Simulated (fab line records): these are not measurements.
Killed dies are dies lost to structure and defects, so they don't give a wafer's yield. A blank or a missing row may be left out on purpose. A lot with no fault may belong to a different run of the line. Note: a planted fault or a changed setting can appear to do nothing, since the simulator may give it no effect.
What tool caused it? || flow rit cmos || 42 wafers from 14 lots sampled at 5 of the route's 202 steps

WHAT EACH GAUGE READ, for each wafer
RIT_CONTACT_CD_MEAS_90: the cd target is 1000 nm.
{"lot": "L529", "measured": "day 3 15:26", "on": "cd sem-02", "cd nm (nm)": "1002.8 1004.5 1001.0"}
{"lot": "L530", "measured": "day 3 15:58", "on": "cd sem-01", "cd nm (nm)": "999.8 999.7 1001.1"}
{"lot": "L531", "measured": "day 3 17:41", "on": "cd sem-02", "cd nm (nm)": "999.8 999.8 1000.7"}
{"lot": "L532", "measured": "day 4 04:34", "on": "cd sem-01", "cd nm (nm)": "1001.2 1000.7 1001.4"}
{"lot": "L534", "measured": "day 4 11:24", "on": "cd sem-01", "cd nm (nm)": "997.4 996.9 995.5"}
{"lot": "L535", "measured": "day 4 18:01", "on": "cd sem-01", "cd nm (nm)": "996.8 998.7 997.0"}
{"lot": "L542", "measured": "day 6 05:19", "on": "cd sem-01", "cd nm (nm)": "- - -"}
{"lot": "L543", "measured": "day 6 15:22", "on": "cd sem-02", "cd nm (nm)": "- - -"}
{"lot": "L544", "measured": "day 6 20:40", "on": "cd sem-01", "cd nm (nm)": "1001.4 1002.2 1001.3"}
{"lot": "L547", "measured": "day 7 17:52", "on": "cd sem-02", "cd nm (nm)": "1001.4 1001.8 1000.0"}
{"lot": "L550", "measured": "day 8 07:43", "on": "cd sem-01", "cd nm (nm)": "997.4 998.5 1000.6"}
{"lot": "L549", "measured": "day 8 08:02", "on": "cd sem-02", "cd nm (nm)": "997.7 997.1 998.2"}
{"lot": "L551", "measured": "day 8 16:16", "on": "cd sem-02", "cd nm (nm)": "1000.7 1001.8 1001.7"}
{"lot": "L552", "measured": "day 8 22:37", "on": "cd sem-02", "cd nm (nm)": "1000.9 1000.7 998.9"}

RIT_M1_CD_MEAS_09: the cd target is 2600 nm.
{"lot": "L529", "measured": "day 3 17:34", "on": "cd sem-01", "cd nm (nm)": "2603.2 2603.0 2602.0"}
{"lot": "L530", "measured": "day 3 17:56", "on": "cd sem-01", "cd nm (nm)": "2599.1 2598.8 2598.5"}
{"lot": "L531", "measured": "day 3 19:31", "on": "cd sem-02", "cd nm (nm)": "2600.1 2600.5 2602.5"}
{"lot": "L532", "measured": "day 4 06:23", "on": "cd sem-01", "cd nm (nm)": "2598.8 2599.2 2600.2"}
{"lot": "L534", "measured": "day 4 13:15", "on": "cd sem-01", "cd nm (nm)": "2599.9 2599.0 2600.4"}
{"lot": "L535", "measured": "day 4 19:59", "on": "cd sem-01", "cd nm (nm)": "2597.9 2598.0 2599.0"}
{"lot": "L544", "measured": "day 6 22:30", "on": "cd sem-01", "cd nm (nm)": "2600.5 2602.4 2599.8"}
{"lot": "L547", "measured": "day 7 19:44", "on": "cd sem-01", "cd nm (nm)": "2597.2 2595.3 2595.3"}
{"lot": "L550", "measured": "day 8 09:33", "on": "cd sem-01", "cd nm (nm)": "2597.4 2596.6 2597.8"}
{"lot": "L549", "measured": "day 8 10:04", "on": "cd sem-01", "cd nm (nm)": "2602.8 2600.5 2598.3"}
{"lot": "L551", "measured": "day 8 18:20", "on": "cd sem-02", "cd nm (nm)": "2600.4 2598.7 2599.3"}
{"lot": "L552", "measured": "day 9 00:28", "on": "cd sem-02", "cd nm (nm)": "2598.0 2597.8 2599.4"}

RIT_M1_OVL_MEAS_10.
{"lot": "L529", "measured": "day 3 17:41", "on": "overlay-02", "M1_OVL (nm)": "-1.1 -0.9 2.3"}
{"lot": "L530", "measured": "day 3 18:02", "on": "overlay-01", "M1_OVL (nm)": "-0.8 0.2 -1.0"}
{"lot": "L531", "measured": "day 3 19:37", "on": "overlay-01", "M1_OVL (nm)": "1.0 -0.3 0.3"}
{"lot": "L532", "measured": "day 4 06:30", "on": "overlay-01", "M1_OVL (nm)": "-2.3 -0.9 -1.0"}
{"lot": "L534", "measured": "day 4 13:22", "on": "overlay-02", "M1_OVL (nm)": "-0.9 1.5 2.3"}
{"lot": "L535", "measured": "day 4 20:04", "on": "overlay-01", "M1_OVL (nm)": "0.5 0.6 2.1"}
{"lot": "L544", "measured": "day 6 22:37", "on": "overlay-02", "M1_OVL (nm)": "1.8 1.5 2.0"}
{"lot": "L547", "measured": "day 7 19:50", "on": "overlay-02", "M1_OVL (nm)": "-0.5 0.4 0.2"}
{"lot": "L550", "measured": "day 8 09:38", "on": "overlay-02", "M1_OVL (nm)": "-0.8 1.9 1.7"}
{"lot": "L549", "measured": "day 8 10:11", "on": "overlay-02", "M1_OVL (nm)": "-0.4 -1.8 0.4"}
{"lot": "L551", "measured": "day 8 18:27", "on": "overlay-02", "M1_OVL (nm)": "1.4 -0.6 1.1"}
{"lot": "L552", "measured": "day 9 00:34", "on": "overlay-01", "M1_OVL (nm)": "-0.3 0.9 3.1"}

EACH LOT AND THE TOOL THAT RAN IT (in order: tool; ch and the chambers of the sampled wafers; start)
{"lot": "L529", "RIT_PSD_STRIP_09": "plasma asher-01 ch 0,1, day 3 11:54", "RIT_CONTACT_ETCH_11": "rie diel-01 ch 0,3, day 3 15:04"}
{"lot": "L530", "RIT_PSD_STRIP_09": "plasma asher-04 ch 1, day 3 12:25", "RIT_CONTACT_ETCH_11": "rie diel-03 ch 1,2, day 3 15:34"}
{"lot": "L531", "RIT_PSD_STRIP_09": "plasma asher-04 ch 1, day 3 14:12", "RIT_CONTACT_ETCH_11": "rie diel-02 ch 0,1,2, day 3 17:17"}
{"lot": "L532", "RIT_PSD_STRIP_09": "plasma asher-03 ch 0,1, day 4 00:57", "RIT_CONTACT_ETCH_11": "rie diel-03 ch 0,1,3, day 4 04:11"}
{"lot": "L534", "RIT_PSD_STRIP_09": "plasma asher-01 ch 0,1, day 4 07:52", "RIT_CONTACT_ETCH_11": "rie diel-03 ch 0,2, day 4 11:02"}
{"lot": "L535", "RIT_PSD_STRIP_09": "plasma asher-04 ch 0,1, day 4 14:37", "RIT_CONTACT_ETCH_11": "rie diel-02 ch 2,3, day 4 17:36"}
{"lot": "L542", "RIT_PSD_STRIP_09": "plasma asher-04 ch 0,1, day 6 01:53", "RIT_CONTACT_ETCH_11": "rie diel-02 ch 0,1,2, day 6 04:57"}
{"lot": "L543", "RIT_PSD_STRIP_09": "plasma asher-04 ch 0,1, day 6 11:49", "RIT_CONTACT_ETCH_11": "rie diel-03 ch 0,1,3, day 6 14:58"}
{"lot": "L544", "RIT_PSD_STRIP_09": "plasma asher-04 ch 0,1, day 6 17:05", "RIT_CONTACT_ETCH_11": "rie diel-02 ch 1,2,3, day 6 20:17"}
{"lot": "L547", "RIT_PSD_STRIP_09": "plasma asher-03 ch 0,1, day 7 14:19", "RIT_CONTACT_ETCH_11": "rie diel-03 ch 1,2, day 7 17:29"}
{"lot": "L550", "RIT_PSD_STRIP_09": "plasma asher-03 ch 0,1, day 8 04:09", "RIT_CONTACT_ETCH_11": "rie diel-03 ch 0,3, day 8 07:18"}
{"lot": "L549", "RIT_PSD_STRIP_09": "plasma asher-04 ch 1, day 8 04:34", "RIT_CONTACT_ETCH_11": "rie diel-02 ch 0,2,3, day 8 07:40"}
{"lot": "L551", "RIT_PSD_STRIP_09": "plasma asher-01 ch 0,1, day 8 12:49", "RIT_CONTACT_ETCH_11": "rie diel-02 ch 0,2, day 8 15:53"}
{"lot": "L552", "RIT_PSD_STRIP_09": "plasma asher-01 ch 0,1, day 8 19:07", "RIT_CONTACT_ETCH_11": "rie diel-01 ch 0,3, day 8 22:14"}
- RIT_PSD_STRIP_09: strips in O2, time 180 s.
- RIT_CONTACT_ETCH_11: etches SiO2 in CHF3/CF4/Ar, stops on TiSi2, target depth 480 nm, time 320 s.

AS READ BY THE TOOLS THEMSELVES (means over the sampled wafers that have a number; for cases with no such wafer, the mark the record gives instead)
RIT_PSD_STRIP_09.
{"lot": "L529", "tool": "plasma asher-01", "drypump motor current A (A)": 5.1}
{"lot": "L530", "tool": "plasma asher-04", "drypump motor current A (A)": 5.9}
{"lot": "L531", "tool": "plasma asher-04", "drypump motor current A (A)": 5.9}
{"lot": "L532", "tool": "plasma asher-03", "drypump motor current A (A)": 6.2}
{"lot": "L534", "tool": "plasma asher-01", "drypump motor current A (A)": 5.2}
{"lot": "L535", "tool": "plasma asher-04", "drypump motor current A (A)": 5.8}
{"lot": "L542", "tool": "plasma asher-04", "drypump motor current A (A)": 5.8}
{"lot": "L543", "tool": "plasma asher-04", "drypump motor current A (A)": 5.8}
{"lot": "L544", "tool": "plasma asher-04", "drypump motor current A (A)": 5.9}
{"lot": "L547", "tool": "plasma asher-03", "drypump motor current A (A)": 6.1}
{"lot": "L550", "tool": "plasma asher-03", "drypump motor current A (A)": 6.2}
{"lot": "L549", "tool": "plasma asher-04", "drypump motor current A (A)": 5.9}
{"lot": "L551", "tool": "plasma asher-01", "drypump motor current A (A)": 5.6}
{"lot": "L552", "tool": "plasma asher-01", "drypump motor current A (A)": 5.6}

RIT_CONTACT_ETCH_11.
{"lot": "L529", "tool": "rie diel-01", "CHF3_flow_sccm (sccm)": 50.08, "O2_flow_sccm (sccm)": 5.004, "drypump motor current A (A)": 5.7, "oes product au (a.u.)": 0.979, "throttle valve pct (%)": 8.70}
{"lot": "L530", "tool": "rie diel-03", "CHF3_flow_sccm (sccm)": 49.85, "O2_flow_sccm (sccm)": 4.993, "drypump motor current A (A)": 5.2, "oes product au (a.u.)": 0.969, "throttle valve pct (%)": 8.99}
{"lot": "L531", "tool": "rie diel-02", "CHF3_flow_sccm (sccm)": 50.10, "O2_flow_sccm (sccm)": 4.998, "drypump motor current A (A)": 5.2, "oes product au (a.u.)": 0.991, "throttle valve pct (%)": 8.88}
{"lot": "L532", "tool": "rie diel-03", "CHF3_flow_sccm (sccm)": 50.04, "O2_flow_sccm (sccm)": 5.015, "drypump motor current A (A)": 5.5, "oes product au (a.u.)": 0.989, "throttle valve pct (%)": 8.85}
{"lot": "L534", "tool": "rie diel-03", "CHF3_flow_sccm (sccm)": 50.15, "O2_flow_sccm (sccm)": 5.006, "drypump motor current A (A)": 5.2, "oes product au (a.u.)": 0.962, "throttle valve pct (%)": 8.74}
{"lot": "L535", "tool": "rie diel-02", "CHF3_flow_sccm (sccm)": 49.99, "O2_flow_sccm (sccm)": 5.000, "drypump motor current A (A)": 4.8, "oes product au (a.u.)": 0.983, "throttle valve pct (%)": 9.06}
{"lot": "L542", "tool": "rie diel-02", "CHF3_flow_sccm (sccm)": "-", "O2_flow_sccm (sccm)": "-", "drypump motor current A (A)": "-", "oes product au (a.u.)": "-", "throttle valve pct (%)": "-"}
{"lot": "L543", "tool": "rie diel-03", "CHF3_flow_sccm (sccm)": "-", "O2_flow_sccm (sccm)": "-", "drypump motor current A (A)": "-", "oes product au (a.u.)": "-", "throttle valve pct (%)": "-"}
{"lot": "L544", "tool": "rie diel-02", "CHF3_flow_sccm (sccm)": 50.06, "O2_flow_sccm (sccm)": 5.006, "drypump motor current A (A)": 5.0, "oes product au (a.u.)": 0.995, "throttle valve pct (%)": 8.99}
{"lot": "L547", "tool": "rie diel-03", "CHF3_flow_sccm (sccm)": 49.84, "O2_flow_sccm (sccm)": 5.014, "drypump motor current A (A)": 5.2, "oes product au (a.u.)": 0.972, "throttle valve pct (%)": 9.04}
{"lot": "L550", "tool": "rie diel-03", "CHF3_flow_sccm (sccm)": 49.99, "O2_flow_sccm (sccm)": 4.989, "drypump motor current A (A)": 5.5, "oes product au (a.u.)": 0.978, "throttle valve pct (%)": 8.71}
{"lot": "L549", "tool": "rie diel-02", "CHF3_flow_sccm (sccm)": 50.09, "O2_flow_sccm (sccm)": 5.023, "drypump motor current A (A)": 5.0, "oes product au (a.u.)": 0.981, "throttle valve pct (%)": 8.96}
{"lot": "L551", "tool": "rie diel-02", "CHF3_flow_sccm (sccm)": 50.09, "O2_flow_sccm (sccm)": 5.018, "drypump motor current A (A)": 5.2, "oes product au (a.u.)": 0.986, "throttle valve pct (%)": 8.87}
{"lot": "L552", "tool": "rie diel-01", "CHF3_flow_sccm (sccm)": 50.06, "O2_flow_sccm (sccm)": 5.007, "drypump motor current A (A)": 5.6, "oes product au (a.u.)": 0.991, "throttle valve pct (%)": 8.74}

THE ANSWER, worked out from the rows above alone
Rule: the lots themselves supply what counts as usual. The widest of any qualifying gaps counts: lots, ordered by their means at a reading, are off when they make up no more than a third of the lots, leave a main group of 4 or more, and stand apart from it by 3 or more times the standard deviation of that group's means. A main group is skipped when, at the precision printed for the reading in the tables above, its means are all equal. A lot without any number at a reading at which 4 lots or more have one is off too. All remaining lots with rows at the step are treated as sound. After the gauges, taken in route order, come the tools' own readings; for these a lot's mean is taken, as printed above. The first step at which some lot is off is used, and at that step the reading that is off furthest; a lot without a number counts as furthest.
Off: L542, L543, at RIT_CONTACT_CD_MEAS_90 (cd nm). Without a number there: L542, L543. Mean 999.9 nm and standard deviation 1.8 in the main group.
If a tool, at a process step before that reading, ran all the lots that are off and no sound lot after the first of them, it fits. The gauges at RIT_CONTACT_CD_MEAS_90 aren't tried: what is off there is off at RIT_CONTACT_ETCH_11 too, on other tools, and a gauge's error can't cause that. Not one of the candidates tried fits.

WHAT THE SIMULATOR HAD PUT IN
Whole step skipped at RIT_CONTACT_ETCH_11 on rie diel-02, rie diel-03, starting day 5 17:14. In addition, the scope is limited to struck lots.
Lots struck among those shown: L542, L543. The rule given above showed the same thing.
